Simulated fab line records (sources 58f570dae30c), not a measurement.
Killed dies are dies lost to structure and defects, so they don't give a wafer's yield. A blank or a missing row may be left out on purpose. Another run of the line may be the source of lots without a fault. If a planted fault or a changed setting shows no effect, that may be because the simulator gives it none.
Matching of chambers :: flow berkeley cmos170 :: cmp-02 running UCB170_V1_CMP_02: 4 sister chambers
The step polishes SiO2. 16 wafers are shown with their chamber, then 8 later ones without.

## WAFERS, EACH WITH ITS CHAMBER
wafer: L226.2
chamber: 1
motor current A (A): 12.1

wafer: L226.4
chamber: 0
motor current A (A): 17.1

wafer: L226.6
chamber: 3
motor current A (A): 16.1

wafer: L227.1
chamber: 2
motor current A (A): 14.7

wafer: L227.3
chamber: 0
motor current A (A): 17.9

wafer: L227.4
chamber: 3
motor current A (A): 14.9

wafer: L229.1
chamber: 3
motor current A (A): 14.8

wafer: L229.3
chamber: 0
motor current A (A): 16.3

wafer: L229.4
chamber: 1
motor current A (A): 11.7

wafer: L234.4
chamber: 3
motor current A (A): 14.7

wafer: L234.5
chamber: 1
motor current A (A): 12.2

wafer: L234.6
chamber: 2
motor current A (A): 13.5

wafer: L237.2
chamber: 2
motor current A (A): 14.4

wafer: L237.3
chamber: 0
motor current A (A): 16.4

wafer: L237.4
chamber: 3
motor current A (A): 13.9

wafer: L235.1
chamber: 3
motor current A (A): 15.1

SIGNATURES (means of the wafers above)
reading: motor current A
chamber 0: 16.925
chamber 1: 12.000
chamber 2: 14.200
chamber 3: 14.917
scatter within a chamber: 0.652
Rule: distance of a wafer from a chamber = root of the sum over the readings of ((wafer's reading minus chamber's mean) / reading's scatter) squared. If the next closest chamber is less than 2 further off than the closest, the wafer can't be placed; otherwise it belongs to the closest. The scatter: take each reading less its chamber's mean, square it, sum over the shown wafers, divide by the number of wafers less the number of chambers, and take the root.

## WAFERS MISSING THEIR CHAMBER
wafer: L235.4
motor current A (A): 13.9

wafer: L235.5
motor current A (A): 12.3

wafer: L247.2
motor current A (A): 17.6

wafer: L247.3
motor current A (A): 14.8

wafer: L247.4
motor current A (A): 11.9

wafer: L248.4
motor current A (A): 14.7

wafer: L248.5
motor current A (A): 16.6

wafer: L248.6
motor current A (A): 11.7

## WHICH CHAMBER EACH ONE RAN IN
wafer: L235.4
from the rows above: can't be placed: 2 or 3
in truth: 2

wafer: L235.5
from the rows above: 1
in truth: 1

wafer: L247.2
from the rows above: 0
in truth: 0

wafer: L247.3
from the rows above: can't be placed: 3 or 2
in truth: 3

wafer: L247.4
from the rows above: 1
in truth: 1

wafer: L248.4
from the rows above: can't be placed: 3 or 2
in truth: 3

wafer: L248.5
from the rows above: 0
in truth: 0

wafer: L248.6
from the rows above: 1
in truth: 1
Placed correctly: 5 of 8. Cannot be placed on the basis of these rows: 3; the candidates contain the true chamber in 3. Placed wrongly: 0.
